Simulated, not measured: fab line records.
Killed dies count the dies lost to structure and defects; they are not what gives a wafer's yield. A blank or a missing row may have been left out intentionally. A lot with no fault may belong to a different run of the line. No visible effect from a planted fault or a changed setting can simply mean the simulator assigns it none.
Struck lot and sound lot, side by side :: flow rit-cmos :: 18 steps out of a route of 202
Sound: these wafers, L147.1, L147.3, L147.4. The struck wafers were L155.3, L155.5, L155.6. Last of all comes the cause.
Order at every step that has rows: each side's tool, ch and its chambers, its first start. Under that, the readings that differ: sound wafers :: struck wafers :: difference of the means :: sigmas: that difference in standard deviations of wafers without a fault.
alike: words and numbers the same on both sides, and readings whose means are apart by under 2 such deviations; not compared: readings that were withheld, readings missing a value for some wafer, numbers with overlapping values and no deviation given by the record, and bounds like >300 which may hide the same value.
Wherever a step has rows on one side only, a row that says differs or no value, or a row with sigmas, the two part there. Numbers that have no deviation but don't overlap get no sigmas and don't part them. Lack of a reading on every wafer of one side parts them only where that side has two or more wafers.

first, 4 steps without rows for these wafers: RIT_NLDD_SOFTBAKE_02 (time 60 s); RIT_NLDD_EXPOSE_03 (exposes mask M7, target cd 40700 nm); RIT_NLDD_PEB_04; RIT_NLDD_DEVELOP_05 (develop time 50 s).
RIT_NLDD_OVL_MEAS_06:
  sound: overlay-01 at day 3 20:53; struck: overlay-02 at day 5 10:36
  alike: NLDD_OVL
then, 2 steps without rows for these wafers: RIT_NLDD_HARDBAKE_07 (time 60 s); RIT_NLDD_IMPLANT_08.
RIT_NLDD_STRIP_09: strips in O2, time 180 s.
  sound on plasma-asher-04 ch 0,1, day 3 21:13; struck on plasma-asher-02 ch 0,1, day 5 10:59
  alike: drypump-motor-current-A
  not compared: rf-hours-counter-h
RIT_NLDD_TW_MEAS_10:
  sound: film-metro-01 at day 3 21:24; struck: film-metro-01 at day 5 11:07
  alike: NLDD_TW
then, 3 steps without rows for these wafers: RIT_PLDD_HMDS_00 (prime time 60 s); RIT_PLDD_COAT_01 (resist thk 1000 nm); RIT_PLDD_SOFTBAKE_02 (time 60 s).
RIT_PLDD_EXPOSE_03: exposes mask M8, target cd 40900 nm.
  sound on iline-stepper-01 ch 0, day 3 21:55; struck on iline-stepper-01 ch 0, day 5 11:46
reading: model.PLDD.overlay-x-nm (nm)
sound: -0.3226 -0.3226 -0.3226
struck: 5793 5793 5793
difference: +5793
sigmas: 
  alike: mask
then, 2 steps without rows for these wafers: RIT_PLDD_PEB_04; RIT_PLDD_DEVELOP_05 (develop time 50 s).
RIT_PLDD_OVL_MEAS_06:
  sound: overlay-02 at day 3 22:26; struck: overlay-01 at day 5 12:09
reading: PLDD_OVL (nm)
sound: -0.1 -0.8 2.0
struck: - - -
difference: no value on the struck wafers
sigmas: 
then, 1 step without rows for these wafers: RIT_PLDD_HARDBAKE_07 (time 60 s).
RIT_M1_PROBE_99:
  sound: prober-01 at day 4 13:23; struck: prober-01 at day 6 02:31
reading: killed-at-front-end
sound: 4 1 10
struck: 264 264 264
difference: +259
sigmas: +84

reading: killed-dies
sound: 4 1 10
struck: 264 264 264
difference: +259
sigmas: +84

reading: killed-on-rim
sound: 1 0 3
struck: 70 70 70
difference: +69
sigmas: +53

reading: model.etest.pldd.width-nm (nm)
sound: 3179 3147 3155
struck: 2173 2160 2177
difference: -990
sigmas: 

reading: model.etest.pldd.line-ohm-um
sound: 160.4 150.6 152.7
struck: 214.4 228 228.5
difference: +69.1
sigmas: 
  alike: killed-at-contacts, killed-open, killed-short
  not compared: model.etest.nmos_0p15.r-on-ohm-um, model.etest.nmos_0p3.r-on-ohm-um, model.etest.nmos_0p15.drive-ua-um, model.etest.nmos-narrow.drive-ua-um, model.etest.nmos_0p3.drive-ua-um, model.etest.nmos_0p15.swing-mv-dec

## WHERE THEY PART
At RIT_PLDD_OVL_MEAS_06 first; at RIT_M1_PROBE_99 last (within this record only).

WHY: what the simulator had put in
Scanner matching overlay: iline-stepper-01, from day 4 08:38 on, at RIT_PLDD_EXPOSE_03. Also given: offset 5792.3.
